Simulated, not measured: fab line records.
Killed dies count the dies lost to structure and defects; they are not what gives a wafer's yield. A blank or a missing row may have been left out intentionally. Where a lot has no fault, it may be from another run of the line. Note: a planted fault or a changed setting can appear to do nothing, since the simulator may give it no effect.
8D (eight disciplines) problem report, filled in by code / flow berkeley_cmos170 / the parts of the form that need people (team, actions taken, sign-off) are left out

## 1. WHAT IS WRONG
Across 6 wafers from 2 lots, V2_POLISHED_THK at UCB170_V2_THK_MEAS_04 averages 1343.4 nm, while fault-free wafers read 1000.3 nm with a standard deviation of 1.3. So: +99 or more standard deviations from the usual mean.
First observed at day 11 04:56: wafer L930.1, on film_metro-04. Wafers with a number at this step in the record: 42, from 14 lots. By rule, "out" or "out of limits" means more than 4 standard deviations away from the usual mean. Any other wafer with a number is counted as sound.

## 2. WHAT THIS IS AND IS NOT
question=which readings at this step | is=V2_POLISHED_THK | is not=-
question=which lots | is=L930, L932 | is not=L920, L921, L922, L923, L924, L925, L926, L928, L929, L931, L940, L942
question=which wafers of those lots | is=all that have a number | is not=-
question=read on which gauges | is=film_metro-04 | is not=film_metro-02, film_metro-03
question=when | is=from day 11 04:56 | is not=up to then (27 sound wafers); but 9 sound wafers of L931, L940, L942 came after

## 3. THE SUSPECTS, EACH WITH WHAT RULES IT OUT
Counting: a tool at any process step up to the reading remains a suspect when it ran all the lots that are out and ran no sound lot after the first of those.
- the gauge at UCB170_V2_THK_MEAS_04 is ruled out. All the wafers that are out were read on film_metro-04, but those of them that UCB170_V2_ETCH_14 has rows for are out there too, on other tools.
- cmp-02 at UCB170_V2_CMP_02 (polishes SiO2): kept. Every lot that is out went through it, starting with L930 (day 11 04:31), and after that it ran no sound lot; the last sound lot it ran before then is L929 (day 10 11:32).
After counting, what remains is cmp-02 at UCB170_V2_CMP_02.

## 4. THE CAUSE (what the simulator had put in)
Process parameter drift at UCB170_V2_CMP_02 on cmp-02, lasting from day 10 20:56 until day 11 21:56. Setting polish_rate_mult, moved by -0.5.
Only this tool survived the counting.

## 5. THE CHAIN OF EFFECTS, in route order
Each row: a reading where the mean over the struck wafers with a number is more than 3 standard deviations away from the usual. Readings are gone through only where the record gives a usual standard deviation; hours: the median, over the lots, of the time from a lot's start at the first step in this table giving one to that lot's start at this step; sigmas: the change measured in usual standard deviations.
hours=0; step=UCB170_V2_THK_MEAS_04; reading=V2_POLISHED_THK; usual=1000.3 nm; on struck wafers=1343.4; change=+343.1; sigmas=+99 or more
hours=2; step=UCB170_V2_ETCH_14; reading=oes_product_au; usual=0.879 a.u.; on struck wafers=1.013; change=+0.134; sigmas=+8.4
hours=5; step=UCB170_M3_PROBE_99; reading=defect_limited_yield; usual=98.9 %; on struck wafers=2.0; change=-96.9; sigmas=-99 or more
hours=5; step=UCB170_M3_PROBE_99; reading=killed_at_M0_to_M3; usual=0.8; on struck wafers=256.7; change=+255.9; sigmas=+99 or more
hours=5; step=UCB170_M3_PROBE_99; reading=killed_dies; usual=2.9; on struck wafers=258.8; change=+255.9; sigmas=+99 or more
hours=5; step=UCB170_M3_PROBE_99; reading=killed_on_rim; usual=0.9; on struck wafers=67.0; change=+66.1; sigmas=+68
hours=5; step=UCB170_M3_PROBE_99; reading=sort_bin_5_function; usual=0.7 %; on struck wafers=97.5; change=+96.8; sigmas=+99 or more
hours=5; step=UCB170_M3_PROBE_99; reading=sort_n_pass; usual=261.1; on struck wafers=5.2; change=-255.9; sigmas=-99 or more
hours=5; step=UCB170_M3_PROBE_99; reading=sort_yield_pct; usual=98.9 %; on struck wafers=2.0; change=-96.9; sigmas=-99 or more
Process steps it contains:
- UCB170_V2_ETCH_14: etches SiO2 in CHF3/CF4/Ar, stops on Al, target depth 1250 nm, time 291 s.
- UCB170_M3_PROBE_99

## 6. HOW IT WOULD HAVE BEEN CAUGHT EARLIER
The first out-of-limits reading at a measuring or inspecting step in this record came at day 11 04:56, 8 hours after the fault's start at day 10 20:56.
Of the tool readings at UCB170_V2_CMP_02 for which the record gives a usual standard deviation, none was out on any struck wafer, so an alarm limit of 4 standard deviations on them would not have fired.
Of the lots that are out (2), L932 began UCB170_V2_CMP_02 on cmp-02 after day 11 04:56. Holding the tool at that time would have saved it.
